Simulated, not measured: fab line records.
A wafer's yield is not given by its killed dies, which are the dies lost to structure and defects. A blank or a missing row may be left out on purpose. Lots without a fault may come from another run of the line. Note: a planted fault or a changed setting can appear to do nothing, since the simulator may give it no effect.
Which tool did it?	flow ritCmos	Sampling: 14 lots, 42 wafers, 4 of 202 route steps

## WHAT THE GAUGES READ, wafer by wafer
RIT_ACTIVE_CD_MEAS_90 targets a cd of 1400 nm. Usual: cdNm 1400.3 nm, standard deviation 2.1.
lot	measured	on	cdNm (nm)	flag
L732	day 1 20:22	cdSem-01	1394.7 1396.7 1396.0	
L733	day 1 23:08	cdSem-01	1398.3 1396.7 1399.5	
L734	day 2 02:09	cdSem-01	1399.6 1397.1 1396.3	
L737	day 2 16:13	cdSem-02	1400.2 1399.5 1399.3	
L738	day 2 21:16	cdSem-01	1397.9 1398.3 1398.8	
L744	day 4 04:39	cdSem-01	1395.2 1397.4 1397.5	
L745	day 4 08:20	cdSem-01	1399.0 1401.2 1400.7	
L746	day 4 13:35	cdSem-01	1401.1 1403.2 1403.4	
L747	day 4 18:01	cdSem-01	1400.3 1401.5 1400.1	
L748	day 5 04:02	cdSem-02	1400.4 1401.0 1400.1	
L750	day 5 09:11	cdSem-01	1400.4 1401.9 1401.0	
L751	day 5 15:17	cdSem-01	1400.6 1400.3 1400.1	
L752	day 5 19:35	cdSem-01	1400.4 1400.5 1400.8	
L753	day 6 00:20	cdSem-02	1398.4 1399.6 1396.8	

RIT_PWELL_OVL_MEAS_06. Usual: for PWELL_OVL the level is 1.4 nm and the standard deviation is 1.2.
lot	measured	on	PWELL_OVL (nm)	flag
L732	day 2 04:13	overlay-01	2.4 2.5 2.6	
L733	day 2 08:07	overlay-01	2.2 2.8 1.5	
L734	day 2 13:19	overlay-02	0.0 -1.0 -0.5	
L744	day 4 12:53	overlay-02	0.1 0.9 2.2	
L745	day 4 15:44	overlay-01	1.2 -0.2 0.2	
L746	day 4 23:53	overlay-01	2.2 -0.2 0.7	
L747	day 5 06:08	overlay-02	1.5 0.7 1.7	
L748	day 5 11:40	overlay-01	2.1 2.5 4.1	
L750	day 5 17:47	overlay-02	1.4 2.0 1.6	
L751	day 5 22:55	overlay-01	1.1 1.3 1.2	
L752	day 6 04:19	overlay-02	4.6 4.6 2.3	
L753	day 6 07:52	overlay-01	1.2 0.2 0.6	

RIT_PWELL_TW_MEAS_10. Usual: for PWELL_TW the level is 951 and the standard deviation is 8.7.
lot	measured	on	PWELL_TW	flag
L732	day 2 04:50	filmMetro-04	942 945 937	
L733	day 2 08:44	filmMetro-01	958 952 958	
L734	day 2 13:56	filmMetro-04	946 945 943	
L744	day 4 13:30	filmMetro-01	953 957 956	
L745	day 4 16:20	filmMetro-03	955 957 958	
L746	day 5 00:29	filmMetro-04	938 935 939	
L747	day 5 06:44	filmMetro-03	956 958 952	
L748	day 5 12:16	filmMetro-01	957 965 955	
L750	day 5 18:25	filmMetro-01	951 953 958	
L751	day 5 23:32	filmMetro-01	950 952 958	
L752	day 6 04:55	filmMetro-04	944 945 943	
L753	day 6 08:29	filmMetro-03	965 959 961	

## WHICH TOOL RAN EACH LOT (tool, then ch and the chambers of the sampled wafers, then the start)
lot	RIT_ACTIVE_STRIP_14
L732	plasmaAsher-03 ch 0,1, day 1 20:11
L733	plasmaAsher-03 ch 0,1, day 1 22:56
L734	plasmaAsher-01 ch 0,1, day 2 01:57
L737	plasmaAsher-03 ch 0,1, day 2 16:01
L738	plasmaAsher-01 ch 0,1, day 2 21:05
L744	plasmaAsher-03 ch 0,1, day 4 04:29
L745	plasmaAsher-03 ch 0,1, day 4 08:09
L746	plasmaAsher-03 ch 0,1, day 4 13:24
L747	plasmaAsher-02 ch 1, day 4 17:50
L748	plasmaAsher-03 ch 0,1, day 5 03:52
L750	plasmaAsher-01 ch 0,1, day 5 09:02
L751	plasmaAsher-01 ch 0,1, day 5 15:06
L752	plasmaAsher-03 ch 0,1, day 5 19:25
L753	plasmaAsher-03 ch 0,1, day 6 00:09
- RIT_ACTIVE_STRIP_14: strips in O2, time 180 s.

## AS READ BY THE TOOLS THEMSELVES (means over the sampled wafers that have a number; for cases with no such wafer, the mark the record gives instead)
RIT_ACTIVE_STRIP_14. Usual: chamberPressureMTorr 4000 mTorr, standard deviation 3.8; drypumpMotorCurrentA 6.1 A, standard deviation 0.43.
lot	tool	chamberPressureMTorr (mTorr)	drypumpMotorCurrentA (A)	flag
L732	plasmaAsher-03	3998	6.2	
L733	plasmaAsher-03	4000	6.1	
L734	plasmaAsher-01	3995	5.9	
L737	plasmaAsher-03	-	-	OFF
L738	plasmaAsher-01	-	-	OFF
L744	plasmaAsher-03	4003	6.1	
L745	plasmaAsher-03	3999	6.2	
L746	plasmaAsher-03	4003	6.2	
L747	plasmaAsher-02	4000	6.5	
L748	plasmaAsher-03	4001	6.1	
L750	plasmaAsher-01	4000	5.9	
L751	plasmaAsher-01	3997	5.8	
L752	plasmaAsher-03	4001	6.1	
L753	plasmaAsher-03	4000	6.2	

## THE ANSWER, worked out from the rows above alone
Rule: a lot is off if the mean of its wafers that have a number lies more than 3 standard deviations from the usual mean. A lot without any number at a reading at which 4 lots or more have one is off too. Any other lot the step has rows for is counted as sound. After the gauges, taken in route order, come the tools' own readings; for these a lot's mean is taken, as printed above. The first step at which some lot is off is used, and at that step the reading that is off furthest; a lot without a number counts as furthest.
Off, at RIT_ACTIVE_STRIP_14 on chamberPressureMTorr: L737, L738. Without a number there: L737, L738.
If a tool, at that step or one of the process steps before it, ran each lot that is off and ran no sound lot following the first of them, it fits. None of those tried fits.

## WHAT THE SIMULATOR PUT IN
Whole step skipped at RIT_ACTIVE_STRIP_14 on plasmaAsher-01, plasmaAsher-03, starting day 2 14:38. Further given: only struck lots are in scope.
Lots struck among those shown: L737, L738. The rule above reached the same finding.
